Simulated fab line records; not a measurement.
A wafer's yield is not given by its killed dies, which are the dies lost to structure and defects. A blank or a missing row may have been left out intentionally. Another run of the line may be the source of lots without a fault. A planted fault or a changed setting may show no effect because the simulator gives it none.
2 desks looking at one fault | flow berkeley-cmos170 | only its own numbers are on each desk; what lay behind them is given at the end

== DESK OF THE TOOL OWNER: lpcvd-02 ==
The tool's own readings at UCB170_GATE_CVD_04 (deposits poly-Si from SiH4, time 1440 s, target thk 214 nm): means of the sampled wafers that have a number, for each lot that ran on this tool. If a lot's mean is further than 4 standard deviations from the usual mean, the lot is out of limits and carries the mark OUT (the distance appears in the brackets).
Columns: A = susceptor-temp-C at UCB170_GATE_CVD_04, usual 610.0 C; B = zone-power-load-pct at UCB170_GATE_CVD_04, usual 11.0 %
lot  | first seen here | A     | B
L883 | day 8 04:10     | 610.4 | 11.3
L884 | day 8 04:10     | 610.4 | 11.2
L885 | day 8 17:41     | 610.0 | 10.3
L886 | day 8 17:41     | 610.2 | 10.2
L887 | day 8 17:41     | 610.0 | 10.4
L895 | day 10 14:52    | 609.9 | 11.4
L897 | day 11 00:53    | 609.4 | 11.4
L898 | day 11 06:38    | 610.4 | 11.2
This desk's finding: nothing out of limits on any of the 8 lots.

== AT THE METROLOGY DESK ==
Means of the sampled wafers that have a number, per lot and without regard to the tool the lot ran on: this is what the gauges read. If a lot's mean is further than 4 standard deviations from the usual mean, the lot is out of limits and carries the mark OUT (the distance appears in the brackets).
Columns: A = GATE_POLY_THK at UCB170_GATE_THK_MEAS_05, usual 214.0 nm; B = M1_OVL at UCB170_M1_OVL_MEAS_10, usual 2 nm; C = M2_OVL at UCB170_M2_OVL_MEAS_16, usual 1 nm
lot  | first seen here | A               | B  | C
L875 | day 6 11:27     | 212.0           | 5  | 7
L877 | day 6 11:31     | 214.3           | 5  | -1
L879 | day 7 03:26     | 215.5           | 9  | -11
L878 | day 7 03:27     | 214.9           | -1 | 3
L880 | day 7 03:27     | 213.2           | -1 | -2
L883 | day 8 05:35     | 212.4           | -2 | 1
L884 | day 8 05:35     | 214.8           | 8  | 5
L887 | day 8 19:50     | 177.2 (-23) OUT | -2 | 0
L885 | day 8 19:51     | 178.1 (-22) OUT | -1 | 6
L886 | day 8 19:52     | 175.4 (-24) OUT | 7  | 2
L890 | day 9 11:50     | 215.0           | -6 | -2
L891 | day 9 11:54     | 214.5           | 4  | 9
L895 | day 10 16:18    | 213.9           | 4  | 0
L897 | day 11 02:17    | 214.7           | -6 | 3
L898 | day 11 08:03    | 213.2           | 7  | -2
Per this desk, out of limits: L885, L886, L887; the first was L887, day 8 19:50 (GATE_POLY_THK at UCB170_GATE_THK_MEAS_05). Within limits: L875, L877, L879, L878, L880, L883, L884, L890, L891, L895, L897, L898.

== PUT TOGETHER ==
At day 8 19:50 the metrology desk could have sounded an alarm, on L885, L886, L887.
The tool owner's desk saw nothing out of limits.
The tool owner's desk has L885, L886, L887 on record, within its limits.
On lpcvd-02, each named lot ran UCB170_GATE_CVD_04.

== WHAT THE SIMULATOR PUT IN ==
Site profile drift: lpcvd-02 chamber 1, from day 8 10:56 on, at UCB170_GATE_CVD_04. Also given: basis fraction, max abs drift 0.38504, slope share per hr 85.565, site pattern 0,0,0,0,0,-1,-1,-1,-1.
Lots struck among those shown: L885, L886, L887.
Hours from the fault's start to each desk's first reading out of limits: the metrology desk, 9.
